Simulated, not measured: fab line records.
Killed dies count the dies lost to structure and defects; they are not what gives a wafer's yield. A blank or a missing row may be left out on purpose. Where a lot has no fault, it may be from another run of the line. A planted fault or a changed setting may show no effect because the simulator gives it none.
Comparing a struck lot with a sound one	flow berkeleyCmos170	26 steps out of a route of 331
Sound: these wafers, L965.2, L965.3, L965.5. The struck wafers were L973.2, L973.3, L973.4. The cause is named last.
At each step with rows: each side's tool, then ch and its chambers, then its first start. Under that, the readings that differ: sound wafers	struck wafers	difference of the means	sigmas: that difference in standard deviations of wafers without a fault.
alike: readings with means less than 2 such deviations apart, plus words and numbers identical on both sides. not compared: withheld readings, readings lacking a value on some wafer, bounds such as >300 that could conceal the same value, and numbers that have no deviation in the record and whose values overlap.
Wherever a step has rows on one side only, a row that says differs or no value, or a row with sigmas, the two part there. Numbers that have no deviation but don't overlap get no sigmas and don't part them. A reading that every wafer of one side lacks parts them only if that side has two wafers or more.

first, 4 steps without rows for these wafers: UCB170_M2_SOFTBAKE_11 (time 60 s); UCB170_M2_EXPOSE_12 (exposes mask METAL2, target cd 700 nm); UCB170_M2_PEB_13; UCB170_M2_DEVELOP_14 (develop time 45 s).
UCB170_M2_CD_MEAS_15 targets a cd of 700 nm.
  sound: cdSem-02 at day 8 05:23; struck: cdSem-01 at day 9 13:19
  alike: cdNm
UCB170_M2_OVL_MEAS_16:
  sound: overlay-01 at day 8 05:30; struck: overlay-01 at day 9 13:25
  alike: M2_OVL
UCB170_M2_ETCH_17: etches BARC in N2/H2.
  sound on rieDiel-02 ch 1,2,3, day 8 05:32; struck on rieDiel-02 ch 0,1,3, day 9 13:26
  alike: drypumpMotorCurrentA, oesProductAu, throttleValvePct
UCB170_M2_METAL_ETCH_18: etches Al in Cl2/BCl3, stops on SiO2, target depth 1170 nm, time 195 s.
  sound on rieMetal-03 ch 0,1, day 8 05:34; struck on rieMetal-02 ch 0,1, day 9 13:29
  alike: bcl3FlowSccm, drypumpMotorCurrentA, oesProductAu, throttleValvePct
  not compared: rfHoursCounterH
UCB170_M2_STRIP_19: strips in O2.
  sound on plasmaAsher-04 ch 0,1, day 8 05:45; struck on plasmaAsher-03 ch 0,1, day 9 13:40
  alike: drypumpMotorCurrentA, o2FlowSccm, oesProductAu
  not compared: rfHoursCounterH
UCB170_M2_CD_MEAS_90 targets a cd of 700 nm.
  sound: cdSem-02 at day 8 05:52; struck: cdSem-02 at day 9 13:47
  alike: cdNm
UCB170_V2_CVD_00: deposits SiO2 from TEOS/O2, target thk 2000 nm, time 250 s.
  sound on pecvd-04 ch 0,1,2, day 8 05:58; struck on pecvd-03 ch 0,1, day 9 13:53
  alike: heaterPowerW
UCB170_V2_THK_MEAS_01:
  sound: filmMetro-02 at day 8 06:08; struck: filmMetro-02 at day 9 14:04
  alike: V2_TEOS_THK
UCB170_V2_CMP_02: polishes SiO2.
  sound on cmp-02 ch 1,2, day 8 06:11; struck on cmp-02 ch 0,1,3, day 9 14:07
reading	sound	struck	difference	sigmas
model.SiO2_of_V2_CVD_00.thkNm (nm)	999.4 999.6 1000	1354 1351 1355	+354	
  alike: motorCurrentA
UCB170_V2_BOW_MEAS_03:
  sound: filmMetro-01 at day 8 06:31; struck: filmMetro-03 at day 9 14:26
  alike: V2_BOW
UCB170_V2_THK_MEAS_04:
  sound: filmMetro-01 at day 8 06:37; struck: filmMetro-03 at day 9 14:32
reading	sound	struck	difference	sigmas
V2_POLISHED_THK (nm)	1000.1 1000.0 999.9	1354.4 1351.2 1353.5	+353.0	+99 or more
then, 7 steps without rows for these wafers: UCB170_V2_CLEAN_05 (cleans in DIW); UCB170_V2_HMDS_06 (prime time 60 s); UCB170_V2_COAT_07 (resist thk 900 nm); UCB170_V2_SOFTBAKE_08 (time 60 s); UCB170_V2_EXPOSE_09 (exposes mask VIA2, target cd 700 nm); UCB170_V2_PEB_10; UCB170_V2_DEVELOP_11 (develop time 45 s).
UCB170_V2_CD_MEAS_12 targets a cd of 700 nm.
  sound: cdSem-01 at day 8 07:43; struck: cdSem-01 at day 9 16:13
reading	sound	struck	difference	sigmas
cdNm (nm)	699.2 696.8 697.0	702.6 701.7 700.1	+3.8	+3
UCB170_V2_OVL_MEAS_13:
  sound: overlay-02 at day 8 07:50; struck: overlay-02 at day 9 16:19
  alike: V2_OVL
UCB170_V2_ETCH_14: etches SiO2 in CHF3/CF4/Ar, stops on Al, target depth 1250 nm, time 291 s.
  sound on rieDiel-03 ch 0,1, day 8 07:52; struck on rieDiel-03 ch 0,2,3, day 9 16:20
reading	sound	struck	difference	sigmas
oesProductAu (a.u.)	0.861 0.857 0.870	1.018 0.993 0.985	+0.136	+12
model.etch.depthNm (nm)	999.4 999.6 1000	1256 1248 1228	+244	
model.V2.featureDepthNm (nm)	999.4 999.6 1000	1256 1248 1228	+244	
  alike: drypumpMotorCurrentA, throttleValvePct
  not compared: rfHoursCounterH
UCB170_V2_STRIP_15: strips in O2.
  sound on plasmaAsher-01 ch 0,1, day 8 08:02; struck on plasmaAsher-01 ch 0,1, day 9 16:31
  alike: drypumpMotorCurrentA, o2FlowSccm, oesProductAu, stripTimeToEndpointS
  not compared: rfHoursCounterH

WHERE THEY PART
At UCB170_V2_THK_MEAS_04 first; at UCB170_V2_ETCH_14 last (within this record only). Later steps at which nothing parts them and some readings are alike: UCB170_V2_STRIP_15.

WHY: the cause the simulator had injected
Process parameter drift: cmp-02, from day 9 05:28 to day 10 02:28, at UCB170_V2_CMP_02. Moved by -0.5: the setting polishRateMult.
